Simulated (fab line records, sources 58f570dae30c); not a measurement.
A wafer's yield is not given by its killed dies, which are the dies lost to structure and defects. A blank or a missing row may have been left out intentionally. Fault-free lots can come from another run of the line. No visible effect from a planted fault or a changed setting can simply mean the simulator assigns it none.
Which of the tools did it? | flow berkeley_cmos170 | Sampling: 7 lots, 21 wafers, 3 of 331 route steps

WHAT THE GAUGES SHOWED, per wafer
UCB170_V2_THK_MEAS_01.
lot  | measured     | on            | V2_TEOS_THK (nm)
L585 | day 9 06:06  | film_metro-02 | 2084 2136 2091
L586 | day 10 01:23 | film_metro-02 | 2060 2071 2080
L589 | day 10 19:54 | film_metro-01 | 2077 2149 2119
L590 | day 10 15:32 | film_metro-02 | 2072 2085 2097
L595 | day 11 05:55 | film_metro-01 | 2085 2092 2072
L596 | day 11 07:04 | film_metro-03 | 2074 2097 2100
L597 | day 12 04:40 | film_metro-02 | 2154 2127 2110

WHAT TOOL EACH LOT RAN ON (gives the tool, then ch and the chambers of the sampled wafers, and finally the start)
lot  | UCB170_ACTIVE_STRIP_16              | UCB170_V1_CVD_00
L585 | plasma_asher-03 ch 0,1, day 5 19:35 | pecvd-03 ch 0,2, day 8 23:04
L586 | plasma_asher-02 ch 0,1, day 6 10:51 | pecvd-03 ch 0,1,2, day 9 19:34
L589 | plasma_asher-02 ch 0,1, day 7 00:47 | pecvd-02 ch 1,2, day 10 08:28
L590 | plasma_asher-01 ch 0,1, day 7 01:23 | pecvd-03 ch 0,2, day 10 08:19
L595 | plasma_asher-02 ch 0,1, day 7 14:14 | pecvd-03 ch 0,1, day 10 18:22
L596 | plasma_asher-01 ch 0,1, day 7 14:38 | pecvd-02 ch 0,2, day 10 22:05
L597 | plasma_asher-03 ch 0,1, day 8 01:20 | pecvd-03 ch 0,1,2, day 11 23:03
- UCB170_ACTIVE_STRIP_16: strips in O2.
- UCB170_V1_CVD_00: deposits SiO2 from TEOS/O2, target thk 2000 nm, time 250 s.

THE ANSWER, worked out from the rows above alone
Rule: what is usual is taken from the lots themselves. The widest of any qualifying gaps counts: lots, ordered by their means at a reading, are off when they make up no more than a third of the lots, leave a main group of 4 or more, and stand apart from it by 3 or more times the standard deviation of that group's means. If all means in a main group match to the digits the tables above print for the reading, that group is not used. Also off: a lot with no number at a reading for which 4 or more lots have one. The other lots that the step has rows for count as sound.
No lot is off on any of the readings shown, so nothing can be concluded from this.

WHAT WAS PUT IN BY THE SIMULATOR
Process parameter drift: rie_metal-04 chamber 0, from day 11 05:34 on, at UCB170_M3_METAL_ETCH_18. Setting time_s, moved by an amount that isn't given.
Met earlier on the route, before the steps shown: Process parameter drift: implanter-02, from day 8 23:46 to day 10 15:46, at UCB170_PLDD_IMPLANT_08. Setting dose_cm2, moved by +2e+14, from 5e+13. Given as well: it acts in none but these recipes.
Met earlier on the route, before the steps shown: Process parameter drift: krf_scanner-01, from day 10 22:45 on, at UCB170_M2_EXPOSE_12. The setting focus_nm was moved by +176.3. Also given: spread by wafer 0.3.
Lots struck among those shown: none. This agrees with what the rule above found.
